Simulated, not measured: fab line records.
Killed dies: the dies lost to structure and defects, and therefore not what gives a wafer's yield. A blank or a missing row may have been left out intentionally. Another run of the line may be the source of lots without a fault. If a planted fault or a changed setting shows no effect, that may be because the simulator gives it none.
What tool caused it? / flow ritCmos / Sampling: 14 lots, 42 wafers, 2 of 202 route steps

== WHAT THE GAUGES READ, wafer by wafer ==
RIT_CONTACT_CD_MEAS_08: target cd 1000 nm. Usual: cdNm 1000.1 nm, standard deviation 2.
lot=L432; measured=day 3 06:35; on=cdSem-02; cdNm (nm)=1000.1 999.9 998.9; flag=
lot=L435; measured=day 3 23:23; on=cdSem-01; cdNm (nm)=1000.2 999.3 997.6; flag=
lot=L436; measured=day 4 02:23; on=cdSem-02; cdNm (nm)=998.0 997.6 999.4; flag=
lot=L437; measured=day 4 11:52; on=cdSem-02; cdNm (nm)=1001.6 1003.1 1003.7; flag=
lot=L438; measured=day 4 14:46; on=cdSem-01; cdNm (nm)=994.2 996.0 997.7; flag=
lot=L440; measured=day 5 00:43; on=cdSem-02; cdNm (nm)=1004.9 1002.6 1002.8; flag=
lot=L441; measured=day 5 06:52; on=cdSem-02; cdNm (nm)=985.7 986.1 987.1; flag=OFF
lot=L442; measured=day 5 11:38; on=cdSem-02; cdNm (nm)=989.2 989.4 989.3; flag=OFF
lot=L443; measured=day 5 14:04; on=cdSem-02; cdNm (nm)=1002.4 1003.3 1001.5; flag=
lot=L447; measured=day 6 14:46; on=cdSem-02; cdNm (nm)=998.8 999.2 998.5; flag=
lot=L449; measured=day 6 23:40; on=cdSem-02; cdNm (nm)=997.0 998.9 999.0; flag=
lot=L451; measured=day 7 11:44; on=cdSem-02; cdNm (nm)=1001.2 998.3 1000.1; flag=
lot=L454; measured=day 8 00:38; on=cdSem-02; cdNm (nm)=1001.5 1000.1 1000.1; flag=
lot=L455; measured=day 8 04:20; on=cdSem-02; cdNm (nm)=999.9 998.7 1000.5; flag=

== WHAT TOOL EACH LOT RAN ON (gives the tool, then ch and the chambers of the sampled wafers, and finally the start) ==
lot=L432; RIT_CONTACT_DEVELOP_07=lithoTrack-03 ch 0, day 3 06:00
lot=L435; RIT_CONTACT_DEVELOP_07=lithoTrack-04 ch 0, day 3 23:00
lot=L436; RIT_CONTACT_DEVELOP_07=lithoTrack-03 ch 0, day 4 02:00
lot=L437; RIT_CONTACT_DEVELOP_07=lithoTrack-02 ch 0, day 4 11:00
lot=L438; RIT_CONTACT_DEVELOP_07=lithoTrack-04 ch 0, day 4 14:00
lot=L440; RIT_CONTACT_DEVELOP_07=lithoTrack-03 ch 0, day 5 00:00
lot=L441; RIT_CONTACT_DEVELOP_07=lithoTrack-04 ch 0, day 5 06:00
lot=L442; RIT_CONTACT_DEVELOP_07=lithoTrack-04 ch 0, day 5 11:00
lot=L443; RIT_CONTACT_DEVELOP_07=lithoTrack-03 ch 0, day 5 13:00
lot=L447; RIT_CONTACT_DEVELOP_07=lithoTrack-03 ch 0, day 6 14:00
lot=L449; RIT_CONTACT_DEVELOP_07=lithoTrack-03 ch 0, day 6 23:00
lot=L451; RIT_CONTACT_DEVELOP_07=lithoTrack-02 ch 0, day 7 11:00
lot=L454; RIT_CONTACT_DEVELOP_07=lithoTrack-04 ch 0, day 8 00:00
lot=L455; RIT_CONTACT_DEVELOP_07=lithoTrack-04 ch 0, day 8 04:00
- RIT_CONTACT_DEVELOP_07: develop time 120 s.

== AS READ BY THE TOOLS THEMSELVES (means over the sampled wafers that have a number; for cases with no such wafer, the mark the record gives instead) ==
RIT_CONTACT_DEVELOP_07. Usual: developerTempC 23.01 C, standard deviation 0.097.
lot=L432; tool=lithoTrack-03; developerTempC (C)=23.05; flag=
lot=L435; tool=lithoTrack-04; developerTempC (C)=22.89; flag=
lot=L436; tool=lithoTrack-03; developerTempC (C)=23.02; flag=
lot=L437; tool=lithoTrack-02; developerTempC (C)=23.00; flag=
lot=L438; tool=lithoTrack-04; developerTempC (C)=22.92; flag=
lot=L440; tool=lithoTrack-03; developerTempC (C)=23.01; flag=
lot=L441; tool=lithoTrack-04; developerTempC (C)=25.41; flag=OFF
lot=L442; tool=lithoTrack-04; developerTempC (C)=25.23; flag=OFF
lot=L443; tool=lithoTrack-03; developerTempC (C)=22.91; flag=
lot=L447; tool=lithoTrack-03; developerTempC (C)=22.89; flag=
lot=L449; tool=lithoTrack-03; developerTempC (C)=22.95; flag=
lot=L451; tool=lithoTrack-02; developerTempC (C)=23.05; flag=
lot=L454; tool=lithoTrack-04; developerTempC (C)=23.01; flag=
lot=L455; tool=lithoTrack-04; developerTempC (C)=22.98; flag=

== THE ANSWER, worked out from the rows above alone ==
Rule: a lot counts as off when the mean over its wafers that have a number is more than 3 standard deviations away from the usual mean. A lot without any number at a reading at which 4 lots or more have one is off too. The other lots that the step has rows for count as sound. First the gauges in route order, then the tools' own readings, where a lot's mean is used as printed above. At the first step where some lot is off, the reading lying furthest off is the one used; lots without a number count as furthest.
Off at RIT_CONTACT_CD_MEAS_08 (cdNm): L441, L442.
If a tool, at a process step before that reading, ran all the lots that are off and no sound lot after the first of them, it fits. Not tried: the gauges at RIT_CONTACT_CD_MEAS_08; whatever is off there is also off at RIT_CONTACT_DEVELOP_07, on other tools, and gauge error can't account for it. Not one of the candidates tried fits.

== WHAT THE SIMULATOR HAD INSERTED ==
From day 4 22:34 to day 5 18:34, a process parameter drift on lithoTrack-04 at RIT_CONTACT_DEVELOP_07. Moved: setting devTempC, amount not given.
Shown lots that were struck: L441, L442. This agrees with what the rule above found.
